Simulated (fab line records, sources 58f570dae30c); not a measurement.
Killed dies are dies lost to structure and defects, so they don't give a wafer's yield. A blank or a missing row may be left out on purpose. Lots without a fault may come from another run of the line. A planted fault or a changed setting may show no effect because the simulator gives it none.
Which tool did it? | flow berkeley_cmos170 | 15 lots, 45 wafers sampled, at 5 steps of a route of 331

WHAT THE GAUGES READ, wafer by wafer
UCB170_FIELD_THK_MEAS_90. Usual: FIELD_OXIDE_LEFT_1_THK 443 nm, standard deviation 7.7.
lot  | measured     | on            | FIELD_OXIDE_LEFT_1_THK (nm) | flag
L288 | day 5 15:01  | film_metro-01 | 445 443 444                 |
L290 | day 6 00:11  | film_metro-01 | 446 448 442                 |
L291 | day 6 14:17  | film_metro-04 | 440 437 436                 |
L293 | day 6 21:21  | film_metro-01 | 454 456 452                 |
L294 | day 6 21:21  | film_metro-04 | 437 444 451                 |
L296 | day 6 21:21  | film_metro-03 | 441 442 436                 |
L295 | day 6 21:24  | film_metro-01 | 427 440 442                 |
L300 | day 7 22:47  | film_metro-03 | 455 445 432                 |
L299 | day 7 22:48  | film_metro-04 | 434 440 440                 |
L301 | day 8 09:43  | film_metro-03 | 445 445 448                 |
L302 | day 8 09:44  | film_metro-04 | 448 451 437                 |
L305 | day 9 11:19  | film_metro-03 | 432 441 438                 |
L304 | day 9 11:20  | film_metro-04 | 436 434 427                 |
L306 | day 9 15:45  | film_metro-01 | 456 458 445                 |
L309 | day 11 00:49 | film_metro-03 | 434 436 438                 |

UCB170_SCREENOX_THK_MEAS_02. Usual: SCREENOX_OXIDE_THK 14.36 nm, standard deviation 0.28.
lot  | measured     | on            | SCREENOX_OXIDE_THK (nm) | flag
L288 | day 6 01:23  | film_metro-04 | 14.12 14.11 14.14       |
L290 | day 6 12:26  | film_metro-04 | 13.90 14.33 14.19       |
L291 | day 7 00:37  | film_metro-04 | 14.04 13.76 14.16       |
L293 | day 7 06:50  | film_metro-04 | 14.31 14.33 14.20       |
L294 | day 7 06:50  | film_metro-02 | 14.40 14.54 14.42       |
L296 | day 7 06:50  | film_metro-01 | 14.03 14.25 13.91       |
L295 | day 7 06:53  | film_metro-02 | 14.70 14.66 14.42       |
L300 | day 8 18:08  | film_metro-01 | 14.34 14.21 14.14       |
L299 | day 8 18:09  | film_metro-04 | 14.71 14.70 14.56       |
L301 | day 9 06:31  | film_metro-01 | 14.44 14.34 14.42       |
L302 | day 9 06:29  | film_metro-04 | 14.61 14.35 14.58       |
L305 | day 10 08:38 | film_metro-02 | 14.79 14.79 15.00       |
L304 | day 10 08:42 | film_metro-01 | 14.97 14.81 14.63       |
L306 | day 10 08:38 | film_metro-04 | 14.71 14.70 14.63       |
L309 | day 11 12:20 | film_metro-02 | 14.23 14.21 13.92       |

UCB170_GATE_OVL_MEAS_13. Usual: GATE_OVL 0 nm, standard deviation 5.9.
lot  | measured     | on         | GATE_OVL (nm)           | flag
L288 | day 7 03:00  | overlay-02 | -7 -5 -1                |
L290 | day 7 11:47  | overlay-02 | 1 5 -3                  |
L291 | day 8 02:26  | overlay-02 | 4 4 0                   |
L293 | day 8 18:16  | overlay-02 | -1 -5 5                 |
L294 | day 8 17:58  | overlay-02 | 9 9 12                  |
L296 | day 8 18:27  | overlay-02 | 4 12 12                 |
L295 | day 8 17:44  | overlay-02 | 1 1 -2                  |
L300 | day 10 09:30 | overlay-01 | 313 307 314 310 305 309 | OFF
L299 | day 10 09:47 | overlay-01 | 5 3 2                   |
L301 | day 10 17:08 | overlay-02 | 319 320 324 314 318 319 | OFF
L302 | day 10 16:53 | overlay-01 | -4 -3 -4                |
L305 | day 11 12:40 | overlay-02 | 1 11 4                  |
L304 | day 11 12:26 | overlay-01 | 318 315 315 313 312 310 | OFF
L306 | day 11 12:11 | overlay-02 | -4 2 3                  |
L309 | day 12 14:46 | overlay-02 | 7 6 7                   |

UCB170_PLDD_CD_MEAS_06: target cd 1200 nm. Usual: cd_nm 1200.4 nm, standard deviation 1.2.
lot  | measured     | on        | cd_nm (nm)           | flag
L288 | day 7 04:32  | cd_sem-01 | 1197.0 1199.0 1199.2 |
L290 | day 7 15:46  | cd_sem-01 | 1200.2 1199.1 1199.2 |
L291 | day 8 04:26  | cd_sem-01 | 1201.6 1200.0 1202.1 |
L293 | day 8 20:02  | cd_sem-02 | 1198.8 1198.8 1199.7 |
L294 | day 8 20:04  | cd_sem-01 | 1201.8 1200.9 1202.0 |
L296 | day 8 20:20  | cd_sem-01 | 1199.3 1200.0 1199.9 |
L295 | day 8 19:44  | cd_sem-02 | 1200.7 1200.3 1202.3 |
L299 | day 10 11:37 | cd_sem-01 | 1197.7 1198.3 1197.1 |
L302 | day 10 18:28 | cd_sem-01 | 1200.3 1199.6 1200.6 |
L305 | day 11 14:37 | cd_sem-02 | 1200.9 1199.5 1200.3 |
L306 | day 11 14:02 | cd_sem-02 | 1200.5 1201.0 1200.8 |
L309 | day 12 16:47 | cd_sem-01 | 1202.0 1201.5 1201.3 |

WHICH TOOL RAN EACH LOT (tool, then ch and the chambers of the sampled wafers, then the start)
lot  | UCB170_GATE_EXPOSE_09
L288 | krf_scanner-01 ch 0, day 7 02:05
L290 | krf_scanner-02 ch 0, day 7 11:18
L291 | krf_scanner-01 ch 0, day 8 01:28
L293 | krf_scanner-02 ch 0, day 8 17:31
L294 | krf_scanner-01 ch 0, day 8 17:16
L296 | krf_scanner-02 ch 0, day 8 17:38
L295 | krf_scanner-02 ch 0, day 8 17:01
L300 | krf_scanner-01 ch 0, day 10 08:59
L299 | krf_scanner-02 ch 0, day 10 09:15
L301 | krf_scanner-01 ch 0, day 10 16:40
L302 | krf_scanner-02 ch 0, day 10 16:22
L305 | krf_scanner-02 ch 0, day 11 12:10
L304 | krf_scanner-01 ch 0, day 11 11:56
L306 | krf_scanner-02 ch 0, day 11 11:41
L309 | krf_scanner-02 ch 0, day 12 14:16
- UCB170_GATE_EXPOSE_09: exposes mask POLY, target cd 350 nm.

WHAT THE TOOLS THEMSELVES READ (means of the sampled wafers that have a number; where no wafer has one, the mark that the record gives instead)
UCB170_GATE_EXPOSE_09. Usual: stage_vel_mm_s 499.98 mm/s, standard deviation 0.25.
lot  | tool           | stage_vel_mm_s (mm/s) | flag
L288 | krf_scanner-01 | 499.90                |
L290 | krf_scanner-02 | 499.80                |
L291 | krf_scanner-01 | 500.07                |
L293 | krf_scanner-02 | 500.04                |
L294 | krf_scanner-01 | 499.97                |
L296 | krf_scanner-02 | 500.10                |
L295 | krf_scanner-02 | 499.89                |
L300 | krf_scanner-01 | 500.13                |
L299 | krf_scanner-02 | 499.85                |
L301 | krf_scanner-01 | 500.10                |
L302 | krf_scanner-02 | 500.12                |
L305 | krf_scanner-02 | 499.67                |
L304 | krf_scanner-01 | 499.82                |
L306 | krf_scanner-02 | 499.52                |
L309 | krf_scanner-02 | 500.01                |

THE ANSWER, worked out from the rows above alone
Rule: a lot is off if the mean of its wafers that have a number lies more than 3 standard deviations from the usual mean. A lot without any number at a reading at which 4 lots or more have one is off too. The other lots that the step has rows for count as sound. The gauges are gone through in route order, then the tools' own readings, and for those a lot's mean is taken as printed above. The first step at which some lot is off is used, and at that step the reading that is off furthest; a lot without a number counts as furthest.
Off: L300, L301, L304, at UCB170_GATE_OVL_MEAS_13 (GATE_OVL).
A tool fits if, at a process step before that reading, it ran every lot that is off, and no sound lot after the first of them. The gauges at UCB170_GATE_OVL_MEAS_13 are tried like those tools. One fits: krf_scanner-01 at UCB170_GATE_EXPOSE_09. Its last sound lot is L294 (day 8 17:16), its first lot that is off L300 (day 10 08:59): a fault that began between those two fits.

WHAT THE SIMULATOR HAD PUT IN
Scanner matching overlay: krf_scanner-01, from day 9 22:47 on, at UCB170_GATE_EXPOSE_09. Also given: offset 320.
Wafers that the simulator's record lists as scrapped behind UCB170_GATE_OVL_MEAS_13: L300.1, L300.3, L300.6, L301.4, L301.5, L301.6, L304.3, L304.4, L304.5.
Lots struck among those shown: L300, L301, L304. The rule above found the same.
